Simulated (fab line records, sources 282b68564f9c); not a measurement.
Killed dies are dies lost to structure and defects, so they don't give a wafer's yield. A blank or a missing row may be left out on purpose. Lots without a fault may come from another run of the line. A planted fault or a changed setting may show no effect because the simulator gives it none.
Chamber matching | flow rit_cmos | RIT_GATE_ETCH_19 on rie_si-02: 4 sister chambers
The step etches poly-Si in SF6/CHF3/O2, stops on SiO2, time 165 s, target depth 312.5 nm. 18 wafers are shown with their chamber, then 9 later ones without.

WAFERS WITH THEIR CHAMBER
wafer  | chamber | drypump_motor_current_A (A) | throttle_valve_pct (%) | oes_product_au (a.u.)
L889.1 | 1       | 5.89                        | 10.52                  | 0.853
L889.4 | 2       | 5.45                        | 10.28                  | 0.853
L889.5 | 1       | 5.92                        | 10.51                  | 0.851
L891.2 | 2       | 5.44                        | 10.28                  | 0.855
L891.3 | 3       | 6.05                        | 10.09                  | 0.842
L891.4 | 1       | 5.91                        | 10.52                  | 0.863
L893.1 | 1       | 5.89                        | 10.51                  | 0.859
L893.3 | 0       | 6.15                        | 10.43                  | 0.859
L893.6 | 3       | 5.99                        | 10.09                  | 0.839
L895.3 | 2       | 5.43                        | 10.26                  | 0.868
L895.4 | 3       | 6.01                        | 10.10                  | 0.839
L895.6 | 1       | 5.92                        | 10.53                  | 0.855
L904.1 | 2       | 5.45                        | 10.26                  | 0.871
L904.3 | 3       | 6.08                        | 10.08                  | 0.841
L904.5 | 3       | 6.05                        | 10.09                  | 0.840
L905.1 | 3       | 6.03                        | 10.07                  | 0.832
L905.2 | 2       | 5.45                        | 10.27                  | 0.859
L905.4 | 0       | 6.16                        | 10.45                  | 0.851

SIGNATURES (means of the wafers above)
reading                 | chamber 0 | chamber 1 | chamber 2 | chamber 3 | scatter within a chamber
drypump_motor_current_A | 6.1550    | 5.9060    | 5.4440    | 6.0350    | 0.0214
throttle_valve_pct      | 10.4400   | 10.5180   | 10.2700   | 10.0867   | 0.01
oes_product_au          | 0.85500   | 0.85620   | 0.86120   | 0.83883   | 0.00561
Rule: a wafer's distance from a chamber is the root of the sum, over the readings, of the square of ((its reading less the chamber's mean) divided by the reading's scatter). The wafer belongs to the nearest chamber; if the next one is less than 2 further off, it can't be placed. The scatter: the root of (the sum of the squares of (reading less its chamber's mean) over the shown wafers, divided by (wafers less chambers)).

WAFERS WITHOUT THEIR CHAMBER
wafer  | drypump_motor_current_A (A) | throttle_valve_pct (%) | oes_product_au (a.u.)
L907.3 | 6.01                        | 10.10                  | 0.851
L907.5 | 6.17                        | 10.44                  | 0.865
L907.6 | 5.89                        | 10.51                  | 0.861
L910.2 | 5.90                        | 10.51                  | 0.857
L910.4 | 6.12                        | 10.43                  | 0.857
L910.6 | 6.06                        | 10.09                  | 0.838
L912.1 | 5.95                        | 10.52                  | 0.845
L912.4 | 5.45                        | 10.28                  | 0.871
L912.6 | 5.44                        | 10.27                  | 0.863

WHICH CHAMBER EACH WENT THROUGH
wafer  | from the rows above | in truth
L907.3 | 3                   | 3
L907.5 | 0                   | 0
L907.6 | 1                   | 1
L910.2 | 1                   | 1
L910.4 | 0                   | 0
L910.6 | 3                   | 3
L912.1 | 1                   | 1
L912.4 | 2                   | 2
L912.6 | 2                   | 2
Placed correctly: 9 of 9. Can't be placed from these rows: 0. Placed wrongly: 0.
